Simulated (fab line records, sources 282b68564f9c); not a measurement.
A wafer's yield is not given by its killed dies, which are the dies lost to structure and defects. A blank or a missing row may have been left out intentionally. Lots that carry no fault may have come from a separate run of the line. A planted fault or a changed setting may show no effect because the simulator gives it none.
Which of the tools did it? || flow ritCmos || 39 wafers from 13 lots sampled at 3 of the route's 202 steps

== WHAT EACH GAUGE READ, for each wafer ==
RIT_SILICIDE_RS_MEAS_02: a four-point-probe measurement. Usual: for SILICIDE_TI_RS the level is 47.6 ohm/sq and the standard deviation is 0.67.
{"lot": "L495", "measured": "day 3 08:48", "on": "filmMetro-02", "SILICIDE_TI_RS (ohm/sq)": "48.2 48.8 48.8", "flag": ""}
{"lot": "L496", "measured": "day 3 11:39", "on": "filmMetro-04", "SILICIDE_TI_RS (ohm/sq)": "46.7 46.4 46.2", "flag": ""}
{"lot": "L497", "measured": "day 3 14:49", "on": "filmMetro-01", "SILICIDE_TI_RS (ohm/sq)": "48.5 48.9 48.6", "flag": ""}
{"lot": "L498", "measured": "day 3 22:34", "on": "filmMetro-01", "SILICIDE_TI_RS (ohm/sq)": "47.1 46.7 47.3", "flag": ""}
{"lot": "L499", "measured": "day 4 00:58", "on": "filmMetro-01", "SILICIDE_TI_RS (ohm/sq)": "47.8 48.1 48.2", "flag": ""}
{"lot": "L500", "measured": "day 4 07:25", "on": "filmMetro-01", "SILICIDE_TI_RS (ohm/sq)": "48.3 48.2 47.9", "flag": ""}
{"lot": "L501", "measured": "day 4 10:54", "on": "filmMetro-02", "SILICIDE_TI_RS (ohm/sq)": "47.9 47.3 47.6", "flag": ""}
{"lot": "L506", "measured": "day 5 17:31", "on": "filmMetro-04", "SILICIDE_TI_RS (ohm/sq)": "47.1 40.3 47.4", "flag": "OFF"}
{"lot": "L511", "measured": "day 6 16:26", "on": "filmMetro-04", "SILICIDE_TI_RS (ohm/sq)": "47.5 47.4 47.6", "flag": ""}
{"lot": "L513", "measured": "day 7 01:29", "on": "filmMetro-02", "SILICIDE_TI_RS (ohm/sq)": "47.8 47.9 47.9", "flag": ""}
{"lot": "L515", "measured": "day 7 13:37", "on": "filmMetro-01", "SILICIDE_TI_RS (ohm/sq)": "47.4 47.5 47.6", "flag": ""}
{"lot": "L517", "measured": "day 7 20:19", "on": "filmMetro-02", "SILICIDE_TI_RS (ohm/sq)": "49.1 48.9 48.7", "flag": ""}
{"lot": "L518", "measured": "day 8 04:28", "on": "filmMetro-01", "SILICIDE_TI_RS (ohm/sq)": "47.6 47.5 47.7", "flag": ""}

RIT_SILICIDE_THK_MEAS_03: measures by xrf. Usual: for SILICIDE_TI_THK the level is 30.6 nm and the standard deviation is 0.37.
{"lot": "L495", "measured": "day 3 08:55", "on": "filmMetro-02", "SILICIDE_TI_THK (nm)": "30.1 29.9 30.0", "flag": ""}
{"lot": "L496", "measured": "day 3 11:46", "on": "filmMetro-04", "SILICIDE_TI_THK (nm)": "30.9 31.1 31.3", "flag": ""}
{"lot": "L497", "measured": "day 3 14:56", "on": "filmMetro-01", "SILICIDE_TI_THK (nm)": "30.3 29.9 30.2", "flag": ""}
{"lot": "L498", "measured": "day 3 22:41", "on": "filmMetro-01", "SILICIDE_TI_THK (nm)": "31.1 31.2 30.9", "flag": ""}
{"lot": "L499", "measured": "day 4 01:04", "on": "filmMetro-01", "SILICIDE_TI_THK (nm)": "30.5 30.4 30.2", "flag": ""}
{"lot": "L500", "measured": "day 4 07:32", "on": "filmMetro-01", "SILICIDE_TI_THK (nm)": "30.2 30.2 30.6", "flag": ""}
{"lot": "L501", "measured": "day 4 11:01", "on": "filmMetro-02", "SILICIDE_TI_THK (nm)": "30.5 30.9 30.6", "flag": ""}
{"lot": "L506", "measured": "day 5 17:38", "on": "filmMetro-04", "SILICIDE_TI_THK (nm)": "30.8 34.7 30.6", "flag": "OFF"}
{"lot": "L511", "measured": "day 6 16:33", "on": "filmMetro-04", "SILICIDE_TI_THK (nm)": "30.5 30.7 30.4", "flag": ""}
{"lot": "L513", "measured": "day 7 01:36", "on": "filmMetro-02", "SILICIDE_TI_THK (nm)": "30.5 30.5 30.6", "flag": ""}
{"lot": "L515", "measured": "day 7 13:44", "on": "filmMetro-01", "SILICIDE_TI_THK (nm)": "30.8 30.8 30.5", "flag": ""}
{"lot": "L517", "measured": "day 7 20:24", "on": "filmMetro-02", "SILICIDE_TI_THK (nm)": "29.8 29.9 30.2", "flag": ""}
{"lot": "L518", "measured": "day 8 04:34", "on": "filmMetro-01", "SILICIDE_TI_THK (nm)": "30.5 30.2 30.5", "flag": ""}

== WHAT TOOL EACH LOT RAN ON (gives the tool, then ch and the chambers of the sampled wafers, and finally the start) ==
{"lot": "L495", "RIT_SILICIDE_SPUTTER_01": "pvdSputter-03, day 3 08:39"}
{"lot": "L496", "RIT_SILICIDE_SPUTTER_01": "pvdSputter-02, day 3 11:30"}
{"lot": "L497", "RIT_SILICIDE_SPUTTER_01": "pvdSputter-03, day 3 14:39"}
{"lot": "L498", "RIT_SILICIDE_SPUTTER_01": "pvdSputter-02, day 3 22:22"}
{"lot": "L499", "RIT_SILICIDE_SPUTTER_01": "pvdSputter-03, day 4 00:47"}
{"lot": "L500", "RIT_SILICIDE_SPUTTER_01": "pvdSputter-02, day 4 07:15"}
{"lot": "L501", "RIT_SILICIDE_SPUTTER_01": "pvdSputter-01, day 4 10:44"}
{"lot": "L506", "RIT_SILICIDE_SPUTTER_01": "pvdSputter-02, day 5 17:22"}
{"lot": "L511", "RIT_SILICIDE_SPUTTER_01": "pvdSputter-01, day 6 16:16"}
{"lot": "L513", "RIT_SILICIDE_SPUTTER_01": "pvdSputter-01, day 7 01:20"}
{"lot": "L515", "RIT_SILICIDE_SPUTTER_01": "pvdSputter-01, day 7 13:28"}
{"lot": "L517", "RIT_SILICIDE_SPUTTER_01": "pvdSputter-03, day 7 20:06"}
{"lot": "L518", "RIT_SILICIDE_SPUTTER_01": "pvdSputter-02, day 8 04:17"}
- RIT_SILICIDE_SPUTTER_01: material Ti, target thk 30 nm, time 240 s.

== WHAT THE TOOLS THEMSELVES READ (means of the sampled wafers that have a number; where no wafer has one, the mark that the record gives instead) ==
RIT_SILICIDE_SPUTTER_01. Usual: cathodeDcPowerW 350.00 W, standard deviation 0.064; throttleValvePct 30.0 %, standard deviation 0.98.
{"lot": "L495", "tool": "pvdSputter-03", "cathodeDcPowerW (W)": 349.97, "throttleValvePct (%)": 30.8, "flag": ""}
{"lot": "L496", "tool": "pvdSputter-02", "cathodeDcPowerW (W)": 349.98, "throttleValvePct (%)": 29.6, "flag": ""}
{"lot": "L497", "tool": "pvdSputter-03", "cathodeDcPowerW (W)": 350.01, "throttleValvePct (%)": 30.4, "flag": ""}
{"lot": "L498", "tool": "pvdSputter-02", "cathodeDcPowerW (W)": 350.01, "throttleValvePct (%)": 30.6, "flag": ""}
{"lot": "L499", "tool": "pvdSputter-03", "cathodeDcPowerW (W)": 350.05, "throttleValvePct (%)": 31.1, "flag": ""}
{"lot": "L500", "tool": "pvdSputter-02", "cathodeDcPowerW (W)": 349.98, "throttleValvePct (%)": 29.4, "flag": ""}
{"lot": "L501", "tool": "pvdSputter-01", "cathodeDcPowerW (W)": 349.96, "throttleValvePct (%)": 30.3, "flag": ""}
{"lot": "L506", "tool": "pvdSputter-02", "cathodeDcPowerW (W)": 350.04, "throttleValvePct (%)": 29.4, "flag": ""}
{"lot": "L511", "tool": "pvdSputter-01", "cathodeDcPowerW (W)": 349.97, "throttleValvePct (%)": 28.8, "flag": ""}
{"lot": "L513", "tool": "pvdSputter-01", "cathodeDcPowerW (W)": 349.97, "throttleValvePct (%)": 29.4, "flag": ""}
{"lot": "L515", "tool": "pvdSputter-01", "cathodeDcPowerW (W)": 349.96, "throttleValvePct (%)": 29.5, "flag": ""}
{"lot": "L517", "tool": "pvdSputter-03", "cathodeDcPowerW (W)": 349.98, "throttleValvePct (%)": 29.5, "flag": ""}
{"lot": "L518", "tool": "pvdSputter-02", "cathodeDcPowerW (W)": 350.05, "throttleValvePct (%)": 30.3, "flag": ""}

== THE ANSWER, worked out from the rows above alone ==
Rule: lot off if the mean of its wafers having a number is beyond 3 standard deviations from the usual mean. A lot without any number at a reading at which 4 lots or more have one is off too. Where the step has rows for the other lots, those lots are counted as sound. First the gauges in route order, then the tools' own readings, where a lot's mean is used as printed above. The first step at which some lot is off is used, and at that step the reading that is off furthest; a lot without a number counts as furthest.
Off: L506, seen at RIT_SILICIDE_RS_MEAS_02 (SILICIDE_TI_RS).
If a tool, at a process step before that reading, ran all the lots that are off and no sound lot after the first of them, it fits. Those tools and the gauges at RIT_SILICIDE_RS_MEAS_02 are tried in the same way. No candidate that was tried fits.

== WHAT THE SIMULATOR PUT IN ==
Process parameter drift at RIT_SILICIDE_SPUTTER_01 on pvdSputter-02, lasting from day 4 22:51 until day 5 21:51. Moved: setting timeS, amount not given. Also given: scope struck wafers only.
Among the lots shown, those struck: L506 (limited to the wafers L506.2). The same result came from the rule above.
